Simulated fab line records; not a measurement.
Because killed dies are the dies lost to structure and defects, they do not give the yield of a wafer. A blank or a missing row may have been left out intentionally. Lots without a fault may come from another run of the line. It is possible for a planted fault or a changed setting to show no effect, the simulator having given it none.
Which tool was responsible? | flow rit-cmos | 42 wafers from 14 lots sampled at 2 of the route's 202 steps

== WHAT THE GAUGES SHOWED, per wafer ==
The record lacks any reading of a measuring or inspecting step that a usual standard deviation could be used to judge.

== WHICH TOOL RAN EACH LOT (tool, then ch and the chambers of the sampled wafers, then the start) ==
lot  | RIT_PLDD_DEVELOP_05              | RIT_M1_PROBE_99
L532 | litho-track-04 ch 0, day 3 11:00 | -
L533 | litho-track-02 ch 0, day 3 16:00 | -
L535 | litho-track-04 ch 0, day 4 02:00 | -
L536 | litho-track-04 ch 0, day 4 05:00 | prober-01, day 4 20:26
L537 | litho-track-02 ch 0, day 4 11:00 | -
L538 | litho-track-01 ch 0, day 4 15:00 | -
L539 | litho-track-02 ch 0, day 4 19:00 | -
L540 | litho-track-02 ch 0, day 4 23:00 | -
L541 | litho-track-02 ch 0, day 5 05:00 | -
L542 | litho-track-04 ch 0, day 5 08:00 | -
L544 | litho-track-01 ch 0, day 5 21:00 | prober-01, day 6 11:49
L549 | litho-track-01 ch 0, day 6 22:00 | -
L550 | litho-track-01 ch 0, day 7 04:00 | -
L553 | litho-track-04 ch 0, day 7 21:00 | -
- RIT_PLDD_DEVELOP_05: develop time 50 s.
- RIT_M1_PROBE_99

== WHAT THE TOOLS THEMSELVES READ (means of the sampled wafers that have a number; where no wafer has one, the mark that the record gives instead) ==
RIT_PLDD_DEVELOP_05.
lot  | tool           | developer-temp-C (C)
L532 | litho-track-04 | 22.99
L533 | litho-track-02 | 23.03
L535 | litho-track-04 | 22.91
L536 | litho-track-04 | 23.06
L537 | litho-track-02 | 22.92
L538 | litho-track-01 | 23.02
L539 | litho-track-02 | 22.99
L540 | litho-track-02 | 22.90
L541 | litho-track-02 | 23.11
L542 | litho-track-04 | 23.06
L544 | litho-track-01 | 22.92
L549 | litho-track-01 | 20.75
L550 | litho-track-01 | 20.68
L553 | litho-track-04 | 22.97

RIT_M1_PROBE_99.
lot  | tool      | killed-at-contacts | killed-at-front-end | killed-dies | killed-open | killed-short
L536 | prober-01 | 0.0                | 8                   | 8           | 4.0         | 3.7
L544 | prober-01 | 0.0                | 6                   | 6           | 2.3         | 4.0

== THE ANSWER, worked out from the rows above alone ==
Rule: the usual values come from the lots themselves. The widest of any qualifying gaps counts: lots, ordered by their means at a reading, are off when they make up no more than a third of the lots, leave a main group of 4 or more, and stand apart from it by 3 or more times the standard deviation of that group's means. If all means in a main group match to the digits the tables above print for the reading, that group is not used. A lot without any number at a reading at which 4 lots or more have one is off too. Where the step has rows for the other lots, those lots are counted as sound. Order of review: gauges by route order, followed by the tools' own readings, for which a lot's mean as printed above is used. At the first step where some lot is off, the reading lying furthest off is the one used; lots without a number count as furthest.
Off, at RIT_PLDD_DEVELOP_05 on developer-temp-C: L549, L550. For the main group the mean is 22.99 C and the standard deviation 0.065.
If a tool, at that step or one of the process steps before it, ran each lot that is off and ran no sound lot following the first of them, it fits. One fits: RIT_PLDD_DEVELOP_05 on litho-track-01. Its last sound lot is L544 (day 5 21:00), its first lot that is off L549 (day 6 22:00): a fault that began between those two fits.
The tool's own readings at RIT_PLDD_DEVELOP_05 bear it out: on the lots that are off they differ by more than 5 times the standard deviation of the sound lots' means. developer-temp-C reads 20.71 C there against 22.99 C on the sound lots.

== WHAT THE SIMULATOR HAD INSERTED ==
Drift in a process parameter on litho-track-01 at RIT_PLDD_DEVELOP_05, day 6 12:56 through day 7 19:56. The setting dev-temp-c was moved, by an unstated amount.
Shown lots that were struck: L549, L550. The rule above reached the same finding.
